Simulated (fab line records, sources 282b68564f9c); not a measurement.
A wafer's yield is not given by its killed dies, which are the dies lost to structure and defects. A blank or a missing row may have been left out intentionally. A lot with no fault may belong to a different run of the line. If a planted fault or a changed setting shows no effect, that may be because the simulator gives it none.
A lot that was struck, set against a sound lot :: flow rit-cmos :: 17 out of 202 route steps
Sound: these wafers, L749.2, L749.3, L749.4. Wafers L769.1, L769.2, L769.6 were the ones struck. Last of all comes the cause.
Per side, at each step with rows, come the tool, then ch with its chambers, and then its first start. Under that, the readings that differ: sound wafers :: struck wafers :: difference of the means :: sigmas: that difference in standard deviations of wafers without a fault.
alike: words and numbers the same on both sides, and readings whose means are apart by under 2 such deviations; not compared: readings that were withheld, readings missing a value for some wafer, numbers with overlapping values and no deviation given by the record, and bounds like >300 which may hide the same value.
Wherever a step has rows on one side only, a row that says differs or no value, or a row with sigmas, the two part there. Numbers that have no deviation but don't overlap get no sigmas and don't part them. A reading missing from all wafers of one side parts the sides only when that side holds two or more wafers.

first, 1 step without rows for these wafers: RIT_PRETRO_DEVELOP_05 (develop time 68 s).
RIT_PRETRO_OVL_MEAS_06:
  struck on overlay-01, day 6 22:04; sound on overlay-01, day 2 17:11
  alike: PRETRO_OVL
then, 2 steps without rows for these wafers: RIT_PRETRO_HARDBAKE_07 (time 120 s); RIT_PRETRO_IMPLANT_08.
RIT_PRETRO_STRIP_09: strips in O2, time 180 s.
  sound on plasma-asher-02 ch 0,1, day 2 17:37; struck on plasma-asher-01 ch 0,1, day 6 22:30
  alike: drypump-motor-current-A
  not compared: rf-hours-counter-h
RIT_PRETRO_TW_MEAS_10:
  struck on film-metro-02, day 6 22:41; sound on film-metro-03, day 2 17:49
  alike: PRETRO_TW
then, 5 steps without rows for these wafers: RIT_GATE_WET_ETCH_00 (etches SiO2 in BOE, target depth 56 nm, time 60 s); RIT_GATE_CLEAN_01 (cleans in SC1, time 600 s); RIT_GATE_CLEAN_02 (cleans in dHF, time 30 s); RIT_GATE_CLEAN_03 (cleans in SC2, time 600 s); RIT_GATE_CLEAN_04 (cleans in dHF, time 60 s).
RIT_FOX2_THK_MEAS_91:
  struck on film-metro-04, day 6 23:09; sound on film-metro-01, day 2 18:17
  alike: FIELD_OXIDE_LEFT_2_THK
RIT_GATE_OXIDATION_05: target thk 3 nm, ox time 270 s.
  sound on furnace-03 ch 0, day 2 23:16; struck on furnace-03 ch 0, day 7 02:08
reading: model.SiO2_of_GATE_OXIDATION_05.thk-nm (nm)
sound: 3.006 3.038 3.063
struck: 2.682 2.701 2.669
difference: -0.352
sigmas: 
  alike: ox-temp-c, spike-tc-load-C, zone-power-centre-pct
then, 1 step without rows for these wafers: RIT_GATE_ANNEAL_06 (time 600 s).
RIT_GATE_THK_MEAS_07:
  struck on film-metro-04, day 7 07:57; sound on film-metro-02, day 3 05:09
reading: GATE_OXIDE_THK (nm)
sound: 3.00 3.08 3.04
struck: 2.65 2.64 2.65
difference: -0.39
sigmas: -6
then, 1 step without rows for these wafers: RIT_GATE_CVD_08 (deposits poly-Si from SiH4, target thk 250 nm, time 2220 s).
RIT_M1_PROBE_99:
  struck on prober-02, day 8 08:38; sound on prober-02, day 4 06:45
reading: killed_at_M0_to_M3
sound: 0 0 1
struck: 0 0 0
difference: +0
sigmas: -3
  alike: killed-at-contacts, killed-at-front-end, killed-dies, killed-open, killed-short

## WHERE THEY PART
At RIT_GATE_THK_MEAS_07 first; at RIT_M1_PROBE_99 last (within this record only).

WHY: what had been put in by the simulator
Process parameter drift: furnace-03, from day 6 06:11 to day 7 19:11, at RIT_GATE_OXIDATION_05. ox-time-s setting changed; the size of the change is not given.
